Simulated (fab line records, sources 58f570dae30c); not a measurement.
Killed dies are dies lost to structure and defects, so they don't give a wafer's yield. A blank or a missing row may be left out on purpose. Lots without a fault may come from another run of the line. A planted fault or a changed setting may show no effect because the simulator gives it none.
Which tool did it? | flow berkeley_cmos170 | 14 lots, 42 wafers sampled, at 6 steps of a route of 331

WHAT THE GAUGES READ, wafer by wafer
UCB170_PLDD_OVL_MEAS_07. Usual: PLDD_OVL 3 nm, standard deviation 7.1.
lot  | measured     | on         | PLDD_OVL (nm) | flag
L304 | day 6 21:47  | overlay-01 | 5 -1 -2       |
L305 | day 7 11:36  | overlay-01 | -2 0 1        |
L306 | day 7 12:02  | overlay-02 | 4 2 0         |
L307 | day 8 02:16  | overlay-01 | 11 9 16       |
L313 | day 9 01:27  | overlay-02 | 11 7 5        |
L314 | day 9 07:31  | overlay-01 | 10 10 14      |
L315 | day 9 08:02  | overlay-01 | 0 -3 -3       |
L316 | day 9 07:46  | overlay-02 | 3 2 2         |
L319 | day 10 08:56 | overlay-02 | -6 -8 0       |
L317 | day 10 08:35 | overlay-02 | -11 -4 -10    |
L323 | day 11 08:46 | overlay-01 | 3 -1 4        |
L326 | day 12 00:01 | overlay-02 | -13 -1 -6     |
L327 | day 12 00:35 | overlay-01 | 13 13 11      |
L325 | day 12 00:06 | overlay-01 | 14 18 19      |

UCB170_PLDD_TW_MEAS_11. Usual: PLDD_TW 1008, standard deviation 11.
lot  | measured     | on            | PLDD_TW        | flag
L304 | day 6 22:14  | film_metro-01 | 1024 1028 1028 |
L305 | day 7 12:02  | film_metro-02 | 998 988 994    |
L306 | day 7 12:30  | film_metro-02 | 996 997 995    |
L307 | day 8 02:42  | film_metro-01 | 1020 1018 1024 |
L313 | day 9 01:54  | film_metro-01 | 1079 1078 1077 | OFF
L314 | day 9 07:58  | film_metro-01 | 1022 1025 1023 |
L315 | day 9 08:29  | film_metro-03 | 1006 1011 1015 |
L316 | day 9 08:11  | film_metro-01 | 1074 1076 1078 | OFF
L319 | day 10 09:23 | film_metro-01 | 1023 1016 1018 |
L317 | day 10 09:01 | film_metro-02 | 998 994 997    |
L323 | day 11 09:13 | film_metro-02 | 994 989 994    |
L326 | day 12 00:27 | film_metro-02 | 996 1003 995   |
L327 | day 12 01:01 | film_metro-02 | 1004 1002 1001 |
L325 | day 12 00:32 | film_metro-02 | 994 999 995    |

UCB170_SDANNEAL_RS_MEAS_04: measures by four-point-probe. Usual: PLDD_RS 1033.2 ohm/sq, standard deviation 2.5.
lot  | measured     | on            | PLDD_RS (ohm/sq)     | flag
L304 | day 7 13:00  | film_metro-02 | 1034.5 1031.9 1034.4 |
L305 | day 8 02:43  | film_metro-03 | 1031.1 1030.7 1032.7 |
L306 | day 8 03:13  | film_metro-01 | 1032.9 1030.5 1031.1 |
L307 | day 8 19:53  | film_metro-03 | 1031.5 1032.4 1031.0 |
L313 | day 9 20:01  | film_metro-03 | 899.6 900.9 900.2    | OFF
L314 | day 9 20:32  | film_metro-01 | 1035.9 1033.1 1036.3 |
L315 | day 9 21:02  | film_metro-01 | 1036.0 1037.1 1035.8 |
L316 | day 9 20:41  | film_metro-03 | 904.0 903.7 903.9    | OFF
L319 | day 11 00:41 | film_metro-01 | 1028.8 1030.0 1030.4 |
L317 | day 11 00:35 | film_metro-02 | 1034.6 1032.6 1031.0 |
L323 | day 11 22:52 | film_metro-01 | 1035.7 1039.0 1037.8 |
L326 | day 12 13:47 | film_metro-02 | 1031.1 1033.5 1037.1 |
L327 | day 12 13:59 | film_metro-03 | 1030.9 1032.3 1029.1 |
L325 | day 12 14:30 | film_metro-02 | 1038.6 1038.1 1034.1 |

WHICH TOOL RAN EACH LOT (tool, then ch and the chambers of the sampled wafers, then the start)
lot  | UCB170_PFIELD_STRIP_08              | UCB170_GATE_ETCH_15              | UCB170_PLDD_IMPLANT_09
L304 | plasma_asher-01 ch 0,1, day 4 17:31 | rie_si-02 ch 0,1,3, day 6 20:08  | implanter-04 ch 0, day 6 22:01
L305 | plasma_asher-01 ch 0,1, day 5 00:11 | rie_si-02 ch 0,2,3, day 7 08:34  | implanter-01 ch 0, day 7 11:47
L306 | plasma_asher-03 ch 0,1, day 5 08:07 | rie_si-01 ch 0,1,3, day 7 08:49  | implanter-04 ch 0, day 7 12:13
L307 | plasma_asher-04 ch 0, day 5 21:28   | rie_si-01 ch 1,3, day 8 00:27    | implanter-02 ch 0, day 8 02:28
L313 | plasma_asher-03 ch 0,1, day 6 18:02 | rie_si-02 ch 0,1, day 8 23:44    | implanter-04 ch 0, day 9 01:38
L314 | plasma_asher-03 ch 0,1, day 7 04:25 | rie_si-01 ch 2,3, day 9 05:58    | implanter-02 ch 0, day 9 07:44
L315 | plasma_asher-01 ch 0,1, day 7 04:39 | rie_si-01 ch 1,2,3, day 9 06:20  | implanter-01 ch 0, day 9 08:16
L316 | plasma_asher-03 ch 1, day 7 04:52   | rie_si-02 ch 2,3, day 9 06:13    | implanter-04 ch 0, day 9 07:56
L319 | plasma_asher-03 ch 0,1, day 7 16:26 | rie_si-01 ch 2,3, day 10 06:52   | implanter-02 ch 0, day 10 09:11
L317 | plasma_asher-01 ch 0,1, day 7 19:11 | rie_si-02 ch 0,2, day 10 06:37   | implanter-01 ch 0, day 10 08:48
L323 | plasma_asher-01 ch 0,1, day 8 22:07 | rie_si-02 ch 0,1,3, day 11 07:13 | implanter-01 ch 0, day 11 08:58
L326 | plasma_asher-04 ch 0,1, day 9 16:37 | rie_si-01 ch 0,2, day 11 22:17   | implanter-01 ch 0, day 12 00:12
L327 | plasma_asher-03 ch 0,1, day 9 17:23 | rie_si-02 ch 0,1,2, day 11 22:47 | implanter-01 ch 0, day 12 00:46
L325 | plasma_asher-04 ch 0,1, day 9 18:06 | rie_si-02 ch 1,3, day 11 22:18   | implanter-04 ch 0, day 12 00:17
- UCB170_PFIELD_STRIP_08: strips in O2.
- UCB170_GATE_ETCH_15: etches poly-Si in HBr/Cl2, stops on SiO2, time 56.3 s, target depth 278.2 nm.
- UCB170_PLDD_IMPLANT_09

WHAT THE TOOLS THEMSELVES READ (means of the sampled wafers that have a number; where no wafer has one, the mark that the record gives instead)
UCB170_PFIELD_STRIP_08. Usual: chamber_pressure_mTorr 3500 mTorr, standard deviation 3.4; drypump_motor_current_A 5.7 A, standard deviation 0.53; oes_product_au 0.735 a.u., standard deviation 0.005; strip_time_to_endpoint_s 21.64 s, standard deviation 0.071.
lot  | tool            | chamber_pressure_mTorr (mTorr) | drypump_motor_current_A (A) | oes_product_au (a.u.) | strip_time_to_endpoint_s (s) | flag
L304 | plasma_asher-01 | 3501                           | 5.3                         | 0.738                 | 21.58                        |
L305 | plasma_asher-01 | 3499                           | 5.2                         | 0.735                 | 21.70                        |
L306 | plasma_asher-03 | 3500                           | 5.4                         | 0.743                 | 21.67                        |
L307 | plasma_asher-04 | 3498                           | 6.5                         | 0.730                 | 21.68                        |
L313 | plasma_asher-03 | 3501                           | 5.4                         | 0.735                 | 21.56                        |
L314 | plasma_asher-03 | 3498                           | 5.5                         | 0.735                 | 21.54                        |
L315 | plasma_asher-01 | 3499                           | 5.2                         | 0.728                 | 21.69                        |
L316 | plasma_asher-03 | 3495                           | 5.5                         | 0.735                 | 21.60                        |
L319 | plasma_asher-03 | 3499                           | 5.5                         | 0.736                 | 21.68                        |
L317 | plasma_asher-01 | 3499                           | 5.2                         | 0.737                 | 21.64                        |
L323 | plasma_asher-01 | 3498                           | 5.2                         | 0.734                 | 21.55                        |
L326 | plasma_asher-04 | 3499                           | 6.6                         | 0.735                 | 21.63                        |
L327 | plasma_asher-03 | 3501                           | 5.5                         | 0.738                 | 21.70                        |
L325 | plasma_asher-04 | 3501                           | 6.6                         | 0.741                 | 21.72                        |

UCB170_GATE_ETCH_15. Usual: chamber_pressure_mTorr 15.000 mTorr, standard deviation 0.013; drypump_motor_current_A 5.7 A, standard deviation 0.33; oes_product_au 0.834 a.u., standard deviation 0.01; rf_fwd_power_W 297.7 W, standard deviation 0.91; throttle_valve_pct 26.3 %, standard deviation 0.32.
lot  | tool      | chamber_pressure_mTorr (mTorr) | drypump_motor_current_A (A) | oes_product_au (a.u.) | rf_fwd_power_W (W) | throttle_valve_pct (%) | flag
L304 | rie_si-02 | 15.021                         | 5.6                         | 0.817                 | 296.6              | 26.1                   |
L305 | rie_si-02 | 15.001                         | 5.7                         | 0.817                 | 298.0              | 26.2                   |
L306 | rie_si-01 | 14.999                         | 5.8                         | 0.833                 | 297.4              | 26.5                   |
L307 | rie_si-01 | 15.008                         | 5.9                         | 0.834                 | 298.0              | 26.6                   |
L313 | rie_si-02 | 14.998                         | 5.3                         | 0.824                 | 298.0              | 26.1                   |
L314 | rie_si-01 | 14.993                         | 5.4                         | 0.839                 | 297.2              | 26.6                   |
L315 | rie_si-01 | 15.016                         | 5.6                         | 0.846                 | 297.5              | 26.5                   |
L316 | rie_si-02 | 15.010                         | 5.9                         | 0.850                 | 297.0              | 26.3                   |
L319 | rie_si-01 | 15.000                         | 5.8                         | 0.826                 | 297.8              | 26.8                   |
L317 | rie_si-02 | 14.998                         | 5.4                         | 0.830                 | 297.1              | 26.2                   |
L323 | rie_si-02 | 14.992                         | 5.5                         | 0.827                 | 298.6              | 26.1                   |
L326 | rie_si-01 | 14.987                         | 5.6                         | 0.822                 | 298.0              | 26.6                   |
L327 | rie_si-02 | 15.000                         | 5.5                         | 0.847                 | 298.3              | 26.1                   |
L325 | rie_si-02 | 14.992                         | 5.8                         | 0.835                 | 297.6              | 26.1                   |

UCB170_PLDD_IMPLANT_09. Usual: beam_on_s 9.99 s, standard deviation 0.19; dose_ions_cm2 4.999e+13, standard deviation 5.5e+10; faraday_current_uA 159, standard deviation 3; rotation_deg 179.99 degrees, standard deviation 0.033; tilt_deg 6.996 degrees, standard deviation 0.02.
lot  | tool         | beam_on_s (s) | dose_ions_cm2 | faraday_current_uA | rotation_deg (degrees) | tilt_deg (degrees) | flag
L304 | implanter-04 | 10.33         | 4.998e+13     | 153                | 180.00                 | 7.003              |
L305 | implanter-01 | 10.03         | 4.998e+13     | 158                | 180.02                 | 6.985              |
L306 | implanter-04 | 10.13         | 5.005e+13     | 157                | 180.01                 | 7.001              |
L307 | implanter-02 | 9.99          | 4.994e+13     | 159                | 180.00                 | 6.977              |
L313 | implanter-04 | 11.82         | 6.845e+13     | 184                | 180.01                 | 6.975              | OFF
L314 | implanter-02 | 10.02         | 4.992e+13     | 158                | 179.98                 | 6.998              |
L315 | implanter-01 | 9.89          | 4.998e+13     | 160                | 180.02                 | 7.010              |
L316 | implanter-04 | 11.82         | 6.857e+13     | 184                | 180.02                 | 7.003              | OFF
L319 | implanter-02 | 10.08         | 5.001e+13     | 158                | 180.02                 | 6.979              |
L317 | implanter-01 | 10.17         | 4.997e+13     | 156                | 179.96                 | 7.019              |
L323 | implanter-01 | 9.93          | 5.002e+13     | 160                | 179.99                 | 7.016              |
L326 | implanter-01 | 9.98          | 4.997e+13     | 159                | 179.99                 | 7.014              |
L327 | implanter-01 | 9.96          | 4.997e+13     | 159                | 179.97                 | 7.016              |
L325 | implanter-04 | 9.92          | 4.997e+13     | 160                | 180.00                 | 7.001              |

THE ANSWER, worked out from the rows above alone
Rule: a lot is off if the mean of its wafers that have a number lies more than 3 standard deviations from the usual mean. A lot without any number at a reading at which 4 lots or more have one is off too. The other lots that the step has rows for count as sound. The gauges are gone through in route order, then the tools' own readings, and for those a lot's mean is taken as printed above. The first step at which some lot is off is used, and at that step the reading that is off furthest; a lot without a number counts as furthest.
Off: L313, L316, at UCB170_PLDD_TW_MEAS_11 (PLDD_TW).
A tool fits if, at a process step before that reading, it ran every lot that is off, and no sound lot after the first of them. The gauges at UCB170_PLDD_TW_MEAS_11 aren't tried: what is off there is off at UCB170_SDANNEAL_RS_MEAS_04 too, on other tools, and a gauge's error can't cause that. None of those tried fits.

WHAT THE SIMULATOR HAD PUT IN
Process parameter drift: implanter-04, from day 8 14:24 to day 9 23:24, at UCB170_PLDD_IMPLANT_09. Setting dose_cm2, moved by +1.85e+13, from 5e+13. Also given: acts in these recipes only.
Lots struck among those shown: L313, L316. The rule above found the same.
